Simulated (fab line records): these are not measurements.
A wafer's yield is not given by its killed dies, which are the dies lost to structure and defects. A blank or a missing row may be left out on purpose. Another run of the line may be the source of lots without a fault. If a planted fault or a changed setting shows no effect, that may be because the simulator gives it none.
Commonality check across tools	flow berkeley cmos170	Sampled: 13 lots, 42 wafers

== WHY IT WAS OPENED ==
At UCB170_ACTIVE_CD_MEAS_13 the reading cd nm is flagged on 1 of 13 lots. Wafers without a fault read 1199.9 nm, standard deviation 1.5.
Rule: a lot gets a flag if all its wafers with a number sit over 4 standard deviations from that mean, or if no wafer of it has a number. The other lots count as sound.

lot	measured	on	cd nm (nm), wafer by wafer	flag
L506	day 3 21:22	cd sem-01	1199.0 1199.6 1199.8	
L509	day 4 19:45	cd sem-01	1198.4 1199.0 1199.8	
L508	day 4 20:08	cd sem-01	1196.7 1196.9 1199.2	
L512	day 5 08:31	cd sem-01	1285.8 1284.1 1284.2 1285.5 1284.2 1284.9	FLAGGED
L515	day 5 15:31	cd sem-01	1198.9 1200.5 1200.6	
L520	day 6 18:51	cd sem-02	1201.9 1202.7 1203.2	
L521	day 7 06:28	cd sem-02	1199.8 1199.5 1198.9	
L522	day 7 14:18	cd sem-01	1200.1 1201.6 1199.3	
L524	day 7 23:17	cd sem-01	1197.4 1198.4 1198.5	
L525	day 7 23:33	cd sem-02	1198.6 1198.7 1198.9	
L527	day 8 10:10	cd sem-01	1203.4 1201.0 1202.1	
L526	day 8 10:28	cd sem-02	1198.4 1200.6 1200.2	
L529	day 9 07:37	cd sem-01	1199.8 1200.1 1202.0	
Average over the flagged lots: 1284.8 nm; offset from the usual +84.9 nm, equal to +57 standard deviations.

== WHICH TOOL RAN EACH LOT ==
The record holds 1 process step before the reading, out of a route of 331 steps. In each cell: the tool, then ch and the chambers that the sampled wafers went through, then the start.
lot	flag	UCB170_ACTIVE_EXPOSE_10
L506		krf scanner-02 ch 0, day 3 20:58
L509		krf scanner-01 ch 0, day 4 19:22
L508		krf scanner-02 ch 0, day 4 19:36
L512	FLAGGED	krf scanner-02 ch 0, day 5 07:55
L515		krf scanner-01 ch 0, day 5 14:45
L520		krf scanner-02 ch 0, day 6 18:24
L521		krf scanner-01 ch 0, day 7 06:05
L522		krf scanner-01 ch 0, day 7 13:54
L524		krf scanner-02 ch 0, day 7 22:54
L525		krf scanner-01 ch 0, day 7 23:10
L527		krf scanner-01 ch 0, day 8 09:46
L526		krf scanner-02 ch 0, day 8 10:03
L529		krf scanner-02 ch 0, day 9 07:12
What these steps do:
- UCB170_ACTIVE_EXPOSE_10: exposes mask ACTIVE, target cd 1200 nm.
- UCB170_ACTIVE_CD_MEAS_13: target cd 1200 nm.

== FLAGGED OVER TOTAL, TOOL BY TOOL (the gauges that took the reading come last) ==
step	tool	lots run	flagged	share of the flagged lots	sound lots run after its first flagged lot
UCB170_ACTIVE_EXPOSE_10	krf scanner-01	6	0	none	-
UCB170_ACTIVE_EXPOSE_10	krf scanner-02	7	1	all	4 (L520,L524,L526,L529)
UCB170_ACTIVE_CD_MEAS_13	cd sem-01	9	1	all	5 (L515,L522,L524,L527,L529)
UCB170_ACTIVE_CD_MEAS_13	cd sem-02	4	0	none	-

== THE TABLE: WHAT IT ALLOWS ==
Table rows that saw every flagged lot: 2, namely krf scanner-02 at UCB170_ACTIVE_EXPOSE_10 and cd sem-01 at UCB170_ACTIVE_CD_MEAS_13.
- krf scanner-02 at UCB170_ACTIVE_EXPOSE_10: 1 of its 7 lots flagged. Sound lots ran on it after the first flagged one (L520, L524, L526, L529), which a lasting fault on the whole tool wouldn't allow.
- cd sem-01 at UCB170_ACTIVE_CD_MEAS_13: 1 of its 9 lots flagged. Sound lots ran on it after the first flagged one (L515, L522, L524, L527, L529), which a lasting fault on the whole tool wouldn't allow.
Not one row of the table ran every flagged lot while running no sound lot after the first.

== WHAT WAS PUT IN BY THE SIMULATOR ==
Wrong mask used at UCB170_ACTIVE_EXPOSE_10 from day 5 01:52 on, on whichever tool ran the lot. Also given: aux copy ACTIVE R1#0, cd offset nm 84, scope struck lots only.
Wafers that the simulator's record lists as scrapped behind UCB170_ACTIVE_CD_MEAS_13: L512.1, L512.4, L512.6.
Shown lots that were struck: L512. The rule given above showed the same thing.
